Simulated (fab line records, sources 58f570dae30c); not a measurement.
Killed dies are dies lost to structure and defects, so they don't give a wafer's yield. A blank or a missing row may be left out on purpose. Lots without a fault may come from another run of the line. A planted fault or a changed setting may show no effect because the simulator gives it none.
Which tool did it? | flow berkeley_cmos170 | 14 lots, 42 wafers sampled, at 2 steps of a route of 331

WHAT THE GAUGES READ, wafer by wafer
UCB170_PFIELD_TW_MEAS_09.
lot  | measured    | on            | PFIELD_TW
L528 | day 4 03:13 | film_metro-01 | 587 586 589
L529 | day 4 13:40 | film_metro-04 | 595 598 600
L530 | day 5 01:15 | film_metro-01 | 586 585 588
L532 | day 5 07:09 | film_metro-03 | 613 610 610
L534 | day 5 07:10 | film_metro-01 | 585 587 590
L535 | day 5 16:37 | film_metro-03 | 616 612 613
L536 | day 5 16:52 | film_metro-04 | 604 604 602
L537 | day 6 04:25 | film_metro-04 | 602 600 601
L539 | day 6 11:20 | film_metro-04 | 604 601 600
L541 | day 7 04:36 | film_metro-03 | 609 612 611
L545 | day 7 13:16 | film_metro-01 | 587 588 589
L546 | day 8 00:07 | film_metro-04 | 599 603 601
L549 | day 8 14:19 | film_metro-04 | 600 604 600
L550 | day 8 18:05 | film_metro-03 | 607 611 606

UCB170_NVT_TW_MEAS_09.
lot  | measured     | on            | NVT_TW
L528 | day 5 03:42  | film_metro-03 | 534 535 536
L529 | day 5 13:20  | film_metro-01 | 515 511 517
L530 | day 6 01:28  | film_metro-03 | 531 532 532
L532 | day 6 05:30  | film_metro-04 | 526 526 527
L534 | day 6 05:16  | film_metro-03 | 531 533 529
L535 | day 6 14:59  | film_metro-01 | 517 517 520
L536 | day 6 15:09  | film_metro-03 | 531 533 529
L537 | day 7 07:27  | film_metro-04 | 523 522 525
L539 | day 7 12:43  | film_metro-03 | 534 532 532
L541 | day 8 07:22  | film_metro-03 | 532 532 532
L545 | day 8 16:19  | film_metro-03 | 532 534 533
L546 | day 9 04:34  | film_metro-04 | 526 521 524
L549 | day 9 19:05  | film_metro-03 | 533 532 532
L550 | day 10 01:05 | film_metro-01 | 514 514 513

WHICH TOOL RAN EACH LOT (tool, then ch and the chambers of the sampled wafers, then the start)
The record holds no process step before these readings.

WHAT THE TOOLS THEMSELVES READ (means of the sampled wafers that have a number; where no wafer has one, the mark that the record gives instead)
The record holds no such reading with a usual standard deviation.

THE ANSWER, worked out from the rows above alone
Rule: what is usual is taken from the lots themselves. Put in order of their means at a reading, lots are off if they are a third of the lots or fewer, leave a main group of 4 or more, and stand apart from it by a gap of 3 or more times the standard deviation of the main group's means; of several such gaps the widest counts. A main group whose means are all the same, to the digits that the tables above print for the reading, isn't used. A lot without any number at a reading at which 4 lots or more have one is off too. The other lots that the step has rows for count as sound. The gauges are gone through in route order, then the tools' own readings, and for those a lot's mean is taken as printed above. The first step at which some lot is off is used, and at that step the reading that is off furthest; a lot without a number counts as furthest.
No lot is off at any reading shown: from this, nothing can be told.

WHAT THE SIMULATOR HAD PUT IN
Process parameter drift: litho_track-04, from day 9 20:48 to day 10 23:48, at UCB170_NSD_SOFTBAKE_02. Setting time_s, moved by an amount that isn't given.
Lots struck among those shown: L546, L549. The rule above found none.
